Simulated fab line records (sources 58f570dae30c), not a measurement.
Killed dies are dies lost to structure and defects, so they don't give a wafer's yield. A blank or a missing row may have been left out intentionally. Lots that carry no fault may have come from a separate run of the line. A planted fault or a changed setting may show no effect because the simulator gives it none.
Which tool is to blame?	flow berkeley cmos170	21 wafers from 7 lots sampled at 2 of the route's 331 steps

## WHAT THE GAUGES SHOWED, per wafer
UCB170_V2_CD_MEAS_90: the cd target is 700 nm.
lot	measured	on	cd nm (nm)
L423	day 8 03:03	cd sem-02	700.9 700.7 702.7
L425	day 8 22:14	cd sem-02	698.3 699.8 698.2
L429	day 9 16:55	cd sem-01	701.1 699.7 699.6
L431	day 10 05:38	cd sem-01	699.7 699.1 698.6
L434	day 10 09:27	cd sem-01	700.2 700.2 699.7
L435	day 11 02:09	cd sem-02	698.8 702.6 699.5
L436	day 11 06:56	cd sem-02	- - -

## EACH LOT AND THE TOOL THAT RAN IT (in order: tool; ch and the chambers of the sampled wafers; start)
lot	UCB170_V2_CVD_00
L423	pecvd-01 ch 0,1,2, day 8 00:44
L425	pecvd-04 ch 0,1,2, day 8 17:38
L429	pecvd-03 ch 0,1,2, day 9 14:18
L431	pecvd-04 ch 0,2, day 10 00:47
L434	pecvd-04 ch 0,2, day 10 07:07
L435	pecvd-03 ch 0,1,2, day 10 23:37
L436	pecvd-03 ch 1,2, day 11 03:17
- UCB170_V2_CVD_00: deposits SiO2 from TEOS/O2, target thk 2000 nm, time 250 s.

## THE ANSWER, worked out from the rows above alone
Rule: usual is defined by the lots themselves. Put in order of their means at a reading, lots are off if they are a third of the lots or fewer, leave a main group of 4 or more, and stand apart from it by a gap of 3 or more times the standard deviation of the main group's means; of several such gaps the widest counts. A main group whose means are all the same, to the digits that the tables above print for the reading, isn't used. Also off: a lot with no number at a reading for which 4 or more lots have one. Where the step has rows for the other lots, those lots are counted as sound.
Off: L436 (UCB170_V2_CD_MEAS_90, cd nm). Without a number there: L436. Mean 700.0 nm and standard deviation 0.86 in the main group.
A tool fits if, at a process step before that reading, it ran every lot that is off, and no sound lot after the first of them. Those tools and the gauges at UCB170_V2_CD_MEAS_90 are tried in the same way. Can't be told from this: 2 tools fit, pecvd-03 at UCB170_V2_CVD_00, cd sem-02 at UCB170_V2_CD_MEAS_90.

## WHAT HAD BEEN PUT IN BY THE SIMULATOR
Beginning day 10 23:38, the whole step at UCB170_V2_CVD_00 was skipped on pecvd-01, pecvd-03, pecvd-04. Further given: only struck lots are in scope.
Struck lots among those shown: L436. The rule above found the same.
